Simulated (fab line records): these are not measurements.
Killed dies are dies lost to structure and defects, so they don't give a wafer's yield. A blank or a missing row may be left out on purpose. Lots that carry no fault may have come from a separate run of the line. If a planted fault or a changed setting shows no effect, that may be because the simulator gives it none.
fab line records	flow rit-cmos
record lots=7	wafers=21	last-day=8
route steps=202 shown ACTIVE@8 FOX1@20 M1@202
lots that met no fault: taken from a fault-free run of the same line
start-h: hours from the record's first day to the start of the lot's first wafer shown	wait-h: hours from the lot's prior step to this one	" identical to the entry in the row above	L1.1+2: several wafers, shown together as one row	- no value, or no start was given	* or withheld: withheld	< > ~ a bound
route shown NAME@n: a module of which the file shows steps, and the number in the route of the first	usual: mean and standard deviation over wafers with no fault	same: alike in all rows	chamber/n: place in a boat	sites: per-site readings	_std_site: their standard deviation	_edge_site: inner sites' mean taken away from outer sites' mean	radius-mm: how far each site lies from the wafer's centre	mask NAME#n: copy n	behind: the tool/chamber that last shaped the wafer	hold: cause of the lot's hold/its duration in hours/its outcome	device: the n, p or np transistor that did not switch	end of line: the route-end tests of the same wafers	where a step has no rows: the recipe by itself	killed: dies that structure and defects cost at the first sort, which is not the same as the wafer's yield	map: per-die view of a wafer (x killed, . not killed, _ where there is no die)
set.NAME: the run value of the setting; set.NAME@STEP: its run value at that earlier step	model.NAME: the simulator's own value behind a step, which no gauge read
certain route steps with their lots: each step a table, each wafer a row
services: when a tool's chamber went out of use (start-h, in hours from the record's first day, below 0 if earlier), for how many hours, and the reason
## steps
# step RIT_ACTIVE_SOFTBAKE_07
# recipe resist=NOVOLAK	temp-c=90	time-s=60
# step RIT_ACTIVE_EXPOSE_08
# recipe mask-id=M1	na=0.6	source-shape=conventional	sigma-outer=0.6	target-cd-nm=1400	dose-mj=225
# step RIT_ACTIVE_PEB_09
# recipe resist=NOVOLAK	temp-c=withheld	time-s=withheld
# step RIT_ACTIVE_DEVELOP_10
# recipe resist=NOVOLAK	develop-time-s=50	dev-temp-c=23.75
# step RIT_ACTIVE_CD_MEAS_11
# recipe target-cd-nm=1400
# usual cd-nm=1400.4/2.1
lot.wafer	tool	chamber	start-h	wait-h	cd-nm
L291.1	cd-sem-02	-	14.56	-	1399.9
L291.2	"	-	"	"	1400.4
L291.4	"	-	"	"	1398.5
L301.2	cd-sem-02	-	70.65	-	1400.2
L301.3	"	-	"	"	1401.9
L301.5	"	-	"	"	1400.7
L304.4	cd-sem-01	-	81.14	-	1398.3
L304.5	"	-	"	"	1400.1
L304.6	"	-	"	"	1400.0
L305.2	cd-sem-02	-	84.64	-	1402.3
L305.3	"	-	"	"	1402.2
L305.4	"	-	"	"	1402.8
L308.1	cd-sem-01	-	102.62	-	1400.6
L308.2	"	-	"	"	1399.1
L308.4	"	-	"	"	1400.0
L311.3	cd-sem-01	-	116.06	-	1403.3
L311.5	"	-	"	"	1404.0
L311.6	"	-	"	"	1402.6
L314.3	cd-sem-01	-	129.48	-	1401.5
L314.4	"	-	"	"	1401.9
L314.5	"	-	"	"	1401.3
# step RIT_ACTIVE_HARDBAKE_12
# recipe resist=NOVOLAK	temp-c=140	time-s=60
# step RIT_ACTIVE_ETCH_13
# recipe stop-on=SiO2	chemistry=SF6	target=Si3N4	time-s=210	over-etch-frac=0.4	SF6_flow_sccm=200	pressure-mtorr=260	rf-w=125	target-depth-a=2100
# usual SF6_flow_sccm=200.0/0.62	drypump-motor-current-A=5.7/0.37	oes-product-au=0.816/0.011	throttle-valve-pct=7.50/0.12
lot.wafer	tool	chamber	start-h	wait-h	SF6_flow_sccm	drypump-motor-current-A	oes-product-au	rf-hours-counter-h	throttle-valve-pct
L291.1	rie-diel-03	1	14.88	0.1	200.6	6.0	0.810	127	7.64
L291.2	"	0	"	"	200.4	6.2	0.806	6	7.65
L291.4	"	3	"	"	198.6	6.0	0.823	50	7.25
L301.2	rie-diel-01	1	70.90	0.1	200.3	6.0	0.828	61	7.44
L301.3	"	2	"	"	200.4	5.4	0.798	125	7.26
L301.5	"	2	"	"	200.7	5.4	0.802	-	7.26
L304.4	rie-diel-01	3	81.35	0.1	200.4	5.6	0.806	88	7.57
L304.5	"	1	"	"	200.3	6.0	0.827	-	7.42
L304.6	"	0	"	"	199.5	6.4	0.834	-	7.59
L305.2	rie-diel-04	2	84.89	0.1	201.5	5.1	0.809	91	7.58
L305.3	"	1	"	"	199.9	5.9	0.820	88	7.62
L305.4	"	0	"	"	201.0	5.5	0.807	60	7.43
L308.1	rie-diel-04	0	102.99	0.1	199.8	5.5	0.804	60	7.44
L308.2	"	2	"	"	200.0	5.2	0.806	91	7.57
L308.4	"	1	"	"	199.4	5.9	0.814	88	7.62
L311.3	rie-diel-04	2	116.29	0.1	200.8	5.2	0.826	91	7.57
L311.5	"	3	"	"	200.1	6.0	0.812	-	7.45
L311.6	"	2	"	"	199.6	5.2	0.827	-	7.58
L314.3	rie-diel-04	1	129.71	0.1	199.2	5.9	0.818	89	7.64
L314.4	"	1	"	"	200.0	5.8	0.820	-	7.63
L314.5	"	2	"	"	200.5	5.1	0.807	-	7.57
# step RIT_ACTIVE_STRIP_14
# recipe chemistry=O2	time-s=180	resist=NOVOLAK	platen-temp-c=withheld	power-w=500	pressure-mtorr=4000	o2-flow-sccm=4000
# usual drypump-motor-current-A=5.59/0.29
lot.wafer	tool	chamber	start-h	wait-h	drypump-motor-current-A	rf-hours-counter-h
L291.1	plasma-asher-03	0	15.01	0.1	5.55	37
L291.2	"	1	"	"	5.63	37
L291.4	"	0	"	"	5.54	-
L301.2	plasma-asher-01	0	71.03	0.1	5.55	43
L301.3	"	0	"	"	5.57	-
L301.5	"	1	"	"	6.05	-
L304.4	plasma-asher-02	1	81.54	0.1	5.66	-
L304.5	"	0	"	"	5.12	-
L304.6	"	1	"	"	5.69	-
L305.2	plasma-asher-02	0	85.02	0.1	5.13	28
L305.3	"	0	"	"	5.13	-
L305.4	"	1	"	"	5.70	-
L308.1	plasma-asher-01	1	103.13	0.1	6.09	46
L308.2	"	0	"	"	5.57	46
L308.4	"	1	"	"	6.04	-
L311.3	plasma-asher-01	1	116.48	0.1	6.05	-
L311.5	"	0	"	"	5.56	-
L311.6	"	1	"	"	6.05	-
L314.3	plasma-asher-02	1	129.90	0.1	5.72	-
L314.4	"	0	"	"	5.10	-
L314.5	"	0	"	"	5.11	-
# step RIT_ACTIVE_CD_MEAS_90
# recipe target-cd-nm=1400
# usual cd-nm=1400.4/2.1
lot.wafer	tool	chamber	start-h	wait-h	cd-nm
L291.1	cd-sem-01	-	15.19	0.1	1400.1
L291.2	"	-	"	"	1400.5
L291.4	"	-	"	"	1398.0
L301.2	cd-sem-02	-	71.22	0.1	1399.8
L301.3	"	-	"	"	1401.9
L301.5	"	-	"	"	1400.5
L304.4	cd-sem-02	-	81.71	0.1	1398.4
L304.5	"	-	"	"	1400.4
L304.6	"	-	"	"	1400.2
L305.2	cd-sem-02	-	85.21	0.1	1402.1
L305.3	"	-	"	"	1402.2
L305.4	"	-	"	"	1402.7
L308.1	cd-sem-02	-	103.30	0.1	1400.6
L308.2	"	-	"	"	1399.6
L308.4	"	-	"	"	1399.9
L311.3	cd-sem-02	-	116.64	0.1	1403.2
L311.5	"	-	"	"	1404.3
L311.6	"	-	"	"	1402.2
L314.3	cd-sem-01	-	130.06	0.1	1401.8
L314.4	"	-	"	"	1402.1
L314.5	"	-	"	"	1401.2
# step RIT_ACTIVE_CLEAN_15
# recipe chemistry=SC1	mix=3:3:50	time-s=600	temp-c=75
# step RIT_ACTIVE_CLEAN_16
# recipe chemistry=dHF	dilution=50:1	time-s=30
# step RIT_ACTIVE_CLEAN_17
# recipe chemistry=SC2	mix=3:3:50	time-s=600	temp-c=75	dry=n2-spin
# step RIT_FOX1_OXIDATION_00
# recipe temp-c=1100	ambient=H2O	target-thk-a=3507	p-h2o-torr=720	ox-time-s=1130
# usual spike-tc-centre-C=1102.9/1.1	spike-tc-load-C=1126/3.5	spike-tc-source-C=1126.4/1.3	tube-center-temp-C=1100/0.11	tube_center_temp_C_max=1102.8/0.47
lot.wafer	tool	chamber	start-h	wait-h	spike-tc-centre-C	spike-tc-load-C	spike-tc-source-C	tube-center-temp-C	tube_center_temp_C_max	model.SiO2_of_FOX1_OXIDATION_00.thk-nm
L291.1	furnace-01	0	18.50	2.8	1104.2	1125	1126.0	1100	1102.2	359.8
L291.2	"	0	"	"	1102.4	1125	1125.2	1100	1102.3	355.9
L291.4	"	0	"	"	1101.1	1121	1125.1	1100	1102.4	355.5
L301.2	furnace-03	0	71.69	0.0	1102.5	1131	1127.9	1100.1	1102.9	346
L301.3	"	0	"	"	1103.3	1131	1127.3	1099.9	1102.8	346.6
L301.5	"	0	"	"	1101.9	1132	1127.7	1100.1	1102.9	348.2
L304.4	furnace-03	0	84.27	2.1	1077.4	1106	1102.7	1075	1077.5	309.3
L304.5	"	0	"	"	1077.8	1106	1101.7	1074.9	1077.5	307
L304.6	"	0	"	"	1076.9	1106	1102.0	1075.2	1077.5	307.3
L305.2	furnace-03	0	86.66	1.0	1076.7	1106	1102.3	1074.9	1077.5	313.7
L305.3	"	0	"	"	1077.5	1105	1104.1	1075.1	1077.6	315.6
L305.4	"	0	"	"	1078.0	1105	1102.4	1075	1077.4	308.4
L308.1	furnace-03	0	103.79	0.0	1077.8	1106	1101.6	1074.9	1077.5	282.3
L308.2	"	0	"	"	1077.6	1107	1103.2	1075	1078.4	286.2
L308.4	"	0	"	"	1077.6	1107	1102.6	1075	1077.5	286.4
L311.3	furnace-01	0	118.23	1.1	1103.0	1125	1124.5	1099.7	1102.4	363.4
L311.5	"	0	"	"	1102.1	1125	1123.9	1099.8	1102.7	356.3
L311.6	"	0	"	"	1102.5	1125	1123.8	1100.2	1102.9	354.5
L314.3	furnace-04	0	131.00	0.5	1104.2	1126	1127.6	1099.9	1102.1	348.9
L314.4	"	0	"	"	1105.0	1124	1126.7	1099.8	1102.7	354.6
L314.5	"	0	"	"	1102.8	1123	1125.8	1100.1	1103.0	355.6
# step RIT_FOX1_THK_MEAS_01
# recipe reads=SiO2_of_FOX1_OXIDATION_00
# usual FOX1_OXIDE_THK=353/8.5
lot.wafer	tool	chamber	start-h	wait-h	FOX1_OXIDE_THK[nm]
L291.1	film-metro-02	-	19.81	0.0	360
L291.2	"	-	"	"	356
L291.4	"	-	"	"	355
L301.2	film-metro-03	-	73.02	0.0	346
L301.3	"	-	"	"	347
L301.5	"	-	"	"	348
L304.4	film-metro-02	-	85.61	0.0	310
L304.5	"	-	"	"	307
L304.6	"	-	"	"	307
L305.2	film-metro-02	-	87.98	0.0	313
L305.3	"	-	"	"	316
L305.4	"	-	"	"	308
L308.1	film-metro-03	-	105.18	0.1	282
L308.2	"	-	"	"	286
L308.4	"	-	"	"	287
L311.3	film-metro-03	-	119.57	0.0	363
L311.5	"	-	"	"	356
L311.6	"	-	"	"	355
L314.3	film-metro-01	-	132.33	0.0	349
L314.4	"	-	"	"	355
L314.5	"	-	"	"	355
# step RIT_FOX1_WET_ETCH_02
# recipe chemistry=BOE	target-depth-nm=350	time-s=390	temp-c=21.5	dry=n2-spin	dilution=10:1	target=SiO2
# step RIT_M1_PROBE_99
# usual killed-at-contacts=0.1/0.23	killed-at-front-end=6/3.1	killed-dies=6/3.1	killed-open=3.2/1.9	killed-short=3.2/2.1
# same gross-dies=264	killed_at_M0_to_M3=0	killed_at_M4_up=0	killed-at-back-side=0	killed-at-other=0
lot.wafer	tool	chamber	start-h	wait-h	killed-at-contacts	killed-at-front-end	killed-dies	killed-open	killed-short	model.etest.nplus-sal.width-nm	model.etest.pplus-sal.width-nm	model.etest.nldd.width-nm	model.etest.pldd.width-nm
L291.1	prober-02	-	61.61	0.1	0	8	8	4	4	3438	3446	3177	3175
L291.2	prober-02	-	61.66	0.1	0	8	8	3	5	3441	3451	3184	3155
L291.4	prober-02	-	61.76	0.2	0	3	3	1	2	3432	3452	3149	3166
L301.2	prober-02	-	115.15	0.1	0	10	10	3	7	3438	3461	3175	3167
L301.3	prober-02	-	115.20	0.2	0	13	13	4	9	3440	3440	3148	3184
L301.5	prober-02	-	115.30	0.2	0	5	5	4	1	3448	3441	3172	3144
L305.2	prober-02	-	158.79	0.1	1	7	8	7	1	3498	3467	3213	3216
L305.3	prober-02	-	158.84	0.2	0	6	6	4	2	3489	3501	3197	3202
L305.4	prober-02	-	158.89	0.2	0	7	7	6	1	3465	3484	3194	3187
L304.4	prober-01	-	158.89	0.2	0	4	4	2	2	3512	3500	3245	3219
L304.5	prober-01	-	158.94	0.2	0	5	5	2	3	3482	3487	3212	3229
L304.6	prober-01	-	158.99	0.2	0	8	8	5	3	3509	3486	3212	3224
L308.1	prober-01	-	159.04	0.4	1	4	5	4	1	3522	3494	3206	3228
L308.2	prober-01	-	159.09	0.4	0	4	4	2	2	3492	3494	3236	3230
L308.4	prober-01	-	159.19	0.5	0	5	5	3	2	3517	3508	3246	3211
L311.3	prober-02	-	166.88	0.2	0	7	7	6	1	3444	3447	3176	3156
L311.5	prober-02	-	166.98	0.2	0	8	8	6	2	3446	3453	3178	3186
L311.6	prober-02	-	167.03	0.2	1	6	7	3	4	3446	3451	3176	3170
L314.3	prober-02	-	188.89	0.2	0	2	2	0	2	3453	3472	3192	3221
L314.4	prober-02	-	188.94	0.2	0	13	13	7	5	3462	3470	3177	3183
L314.5	prober-02	-	188.99	0.2	0	8	8	5	2	3432	3447	3190	3193
# killed by level:class
L291.1 GATE:geometric-particle:open=2 GATE:geometric-particle:short=2 REOX:geometric-particle:short=1 SPACER:geometric-particle:open=1 SILICIDE:geometric-particle:open=1 SILICIDE:geometric-particle:short=1
L291.2 GATE:geometric-particle:short=2 GATE:geometric-particle:open=2 REOX:geometric-particle:short=2 REOX:geometric-particle:open=1 SPACER:geometric-particle:short=1
L291.4 ACTIVE:geometric-particle:short=1 GATE:geometric-particle:short=1 REOX:geometric-particle:open=1
L301.2 GATE:geometric-particle:short=4 FOX1:geometric-particle:short=1 FOX2:geometric-particle:short=1 GATE:geometric-particle:open=1 REOX:geometric-particle:open=1 SILICIDE:geometric-particle:short=1 SILICIDE:geometric-particle:open=1
L301.3 GATE:geometric-particle:short=5 GATE:geometric-particle:open=3 SILICIDE:geometric-particle:short=2 FOX2:geometric-particle:short=1 SPACER:geometric-particle:short=1 SILICIDE:geometric-particle:open=1
L301.5 FOX2:geometric-particle:open=2 GATE:geometric-particle:open=2 GATE:geometric-particle:short=1
L305.2 FOX2:geometric-particle:open=3 ACTIVE:geometric-particle:short=1 FOX1:geometric-particle:open=1 REOX:geometric-particle:open=1 SILICIDE:geometric-particle:open=1 CONTACT:geometric-particle:open=1
L305.3 GATE:geometric-particle:open=2 FOX1:geometric-particle:short=1 GATE:geometric-particle:short=1 REOX:geometric-particle:open=1 SPACER:geometric-particle:open=1
L304.4 FOX1:geometric-particle:short=1 FOX2:geometric-particle:open=1 SILICIDE:geometric-particle:open=1 SILICIDE:geometric-particle:short=1
L305.4 ACTIVE:geometric-particle:open=1 FOX1:geometric-particle:short=1 FOX1:geometric-particle:open=1 FOX2:geometric-particle:open=1 GATE:geometric-particle:open=1 REOX:geometric-particle:open=1 SILICIDE:geometric-particle:open=1
L304.5 FOX1:geometric-particle:open=1 GATE:geometric-particle:short=1 GATE:geometric-particle:open=1 SPACER:geometric-particle:short=1 SILICIDE:geometric-particle:short=1
L304.6 FOX1:geometric-particle:open=2 GATE:geometric-particle:short=2 GATE:geometric-particle:open=2 FOX2:geometric-particle:short=1 SPACER:geometric-particle:open=1
L308.1 SPACER:geometric-particle:open=2 FOX2:geometric-particle:open=1 SILICIDE:geometric-particle:short=1 CONTACT:geometric-particle:open=1
L308.2 SPACER:geometric-particle:short=2 FOX2:geometric-particle:open=1 GATE:geometric-particle:open=1
L308.4 SILICIDE:geometric-particle:open=2 GATE:geometric-particle:short=1 GATE:geometric-particle:open=1 REOX:geometric-particle:short=1
L311.3 REOX:geometric-particle:open=3 FOX1:geometric-particle:open=2 SPACER:geometric-particle:short=1 SILICIDE:geometric-particle:open=1
L311.5 GATE:geometric-particle:open=3 REOX:geometric-particle:open=2 FOX1:geometric-particle:open=1 FOX1:geometric-particle:short=1 SPACER:geometric-particle:short=1
L311.6 FOX1:geometric-particle:short=3 ACTIVE:geometric-particle:open=1 FOX1:geometric-particle:open=1 GATE:geometric-particle:open=1 CONTACT:geometric-particle:short=1
L314.3 GATE:geometric-particle:short=2
L314.4 GATE:geometric-particle:open=6 GATE:geometric-particle:short=3 FOX1:geometric-particle:short=2 FOX1:geometric-particle:open=1 PLDD:coat-microbubble-printed=1
L314.5 GATE:geometric-particle:open=3 GATE:geometric-particle:short=2 SILICIDE:geometric-particle:open=2 PLDD:coat-microbubble-printed=1
## services
tool	chamber	start-h	hours	kind
rie-diel-04	1	-2.67	4.2	repair
rie-diel-04	-	2.46	1.0	repair
rie-diel-01	2	31.04	11.4	repair
plasma-asher-03	-	44.25	10.6	repair
plasma-asher-02	-	48.76	7.4	repair
rie-diel-01	-	57.34	0.4	repair
furnace-04	-	62.55	2.7	pm
rie-diel-03	1	65.39	15.9	repair
rie-diel-04	1	68.21	5.2	repair
furnace-01	-	81.33	1.7	pm
rie-diel-03	1	90.83	2.7	repair
rie-diel-01	-	94.66	28.1	pm
plasma-asher-02	-	97.46	1.3	repair
plasma-asher-03	-	108.75	9.0	pm
plasma-asher-03	0	108.75	9.0	vent-cycle
plasma-asher-03	1	108.75	9.0	vent-cycle
plasma-asher-03	0	117.75	-	clean
plasma-asher-03	1	117.75	-	clean
rie-diel-04	3	126.21	-	clean
rie-diel-04	3	126.21	27.3	scheduled-down
rie-diel-04	3	126.21	27.3	vent-cycle
rie-diel-03	-	130.78	2.8	pm
## key
first-sign step=RIT_FOX1_OXIDATION_00	reading=tube-center-temp-C	direction=down	sigmas=99+	usual=*	struck=*
effect step=RIT_FOX1_OXIDATION_00	reading=tube_center_temp_C_max	direction=down	sigmas=54	usual=*	struck=*
effect step=RIT_FOX1_THK_MEAS_01	reading=FOX1_OXIDE_THK	direction=down	sigmas=6	usual=353	struck=302
model-effect step=RIT_FOX1_OXIDATION_00	value=SiO2_of_FOX1_OXIDATION_00.thk-nm	without=344.6	struck=301.8
model-effect step=RIT_M1_PROBE_99	value=etest.nplus-sal.width-nm	without=3453	struck=3499
met-at RIT_FOX1_OXIDATION_00
struck-wafers L304.4,L304.5,L304.6,L305.2,L305.3,L305.4,L308.1,L308.2,L308.4
tester-left-out L304,L305,L308
fault kind=process-parameter-drift	tool=furnace-03	chamber=-	onset-h=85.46	steps=RIT_FOX1_OXIDATION_00	channel=temp-c	offset=*	shape=step	end-h=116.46	acts-in=*	stated=*
# tester-left-out: of these lots the tester's yield and bins aren't shown, on N5 and GAA mostly nor the transistor test; their killed dies are dies lost to structure and defects alone, not to doping, threshold or leakage, so they don't give the yield
